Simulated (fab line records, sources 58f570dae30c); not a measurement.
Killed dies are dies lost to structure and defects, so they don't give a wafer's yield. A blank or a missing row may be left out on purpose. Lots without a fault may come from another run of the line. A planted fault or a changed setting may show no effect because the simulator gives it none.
One fault seen from 2 desks | flow berkeley_cmos170 | each desk has only its own numbers; what lay behind them comes last

THE METROLOGY DESK
What the gauges read, lot by lot, whatever tool the lot ran on: means of the sampled wafers that have a number. A lot is out of limits, marked OUT, if its mean lies more than 4 standard deviations from the usual mean; the brackets give that distance.
Columns: A = NWELL_OVL at UCB170_NWELL_OVL_MEAS_12, usual 2 nm; B = NVT_TW at UCB170_NVT_TW_MEAS_09, usual 527.0; C = PLDD_OVL at UCB170_PLDD_OVL_MEAS_07, usual 1 nm
lot  | first seen here | A  | B                      | C
L585 | day 2 02:41     | 6  | 526.0                  | 6
L586 | day 2 09:55     | -2 | 524.7                  | 4
L587 | day 2 21:17     | 3  | 526.4                  | 1
L588 | day 3 04:29     | -7 | 524.3                  | -4
L590 | day 3 10:46     | 15 | 524.9                  | -5
L589 | day 3 10:49     | 7  | 528.5                  | 3
L591 | day 3 18:34     | -4 | 528.2                  | -0
L593 | day 4 03:11     | -3 | 529.9                  | -3
L594 | day 4 08:32     | -1 | 525.3                  | -3
L595 | day 4 08:46     | -1 | 526.4                  | 7
L596 | day 4 15:26     | 4  | 528.6                  | 5
L601 | day 5 17:58     | 8  | 30.0 (-99 or more) OUT | -
L607 | day 6 20:34     | 0  | 530.6                  | 1
L608 | day 7 00:11     | 3  | 30.0 (-99 or more) OUT | -
This desk's finding: out of limits on L601, L608; first on L601, day 9 03:46 (NVT_TW at UCB170_NVT_TW_MEAS_09). In limits: L585, L586, L587, L588, L590, L589, L591, L593, L594, L595, L596, L607.

THE TOOL OWNER'S DESK: litho_track-04
The tool's own readings at UCB170_NVT_DEVELOP_05 (develop time 45 s): means of the sampled wafers that have a number, for each lot that ran on this tool. A lot is out of limits, marked OUT, if its mean lies more than 4 standard deviations from the usual mean; the brackets give that distance.
Columns: A = chill_plate_temp_C at UCB170_NVT_DEVELOP_05, usual 23.00 C
lot  | first seen here | A
L585 | day 5 07:00     | 23.07
L590 | day 6 17:00     | 23.01
L593 | day 7 16:00     | 22.88
L596 | day 8 00:00     | 23.02
L601 | day 9 03:00     | 22.92
L608 | day 10 01:00    | 22.94
This desk's finding: nothing out of limits on any of the 6 lots.

PUT TOGETHER
The metrology desk could have raised an alarm at day 9 03:46, on L601, L608.
The tool owner's desk saw nothing out of limits.
The tool owner's desk has L601, L608 on record, within its limits.
Of the lots named, all ran UCB170_NVT_DEVELOP_05 on litho_track-04.

WHAT THE SIMULATOR HAD PUT IN
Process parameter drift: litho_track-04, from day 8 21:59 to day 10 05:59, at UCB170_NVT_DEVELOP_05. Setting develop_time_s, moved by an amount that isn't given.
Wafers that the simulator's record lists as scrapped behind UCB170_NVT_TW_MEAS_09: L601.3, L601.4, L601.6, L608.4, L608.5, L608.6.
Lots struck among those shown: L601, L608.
Hours from the fault's start to each desk's first reading out of limits: the metrology desk, 6.
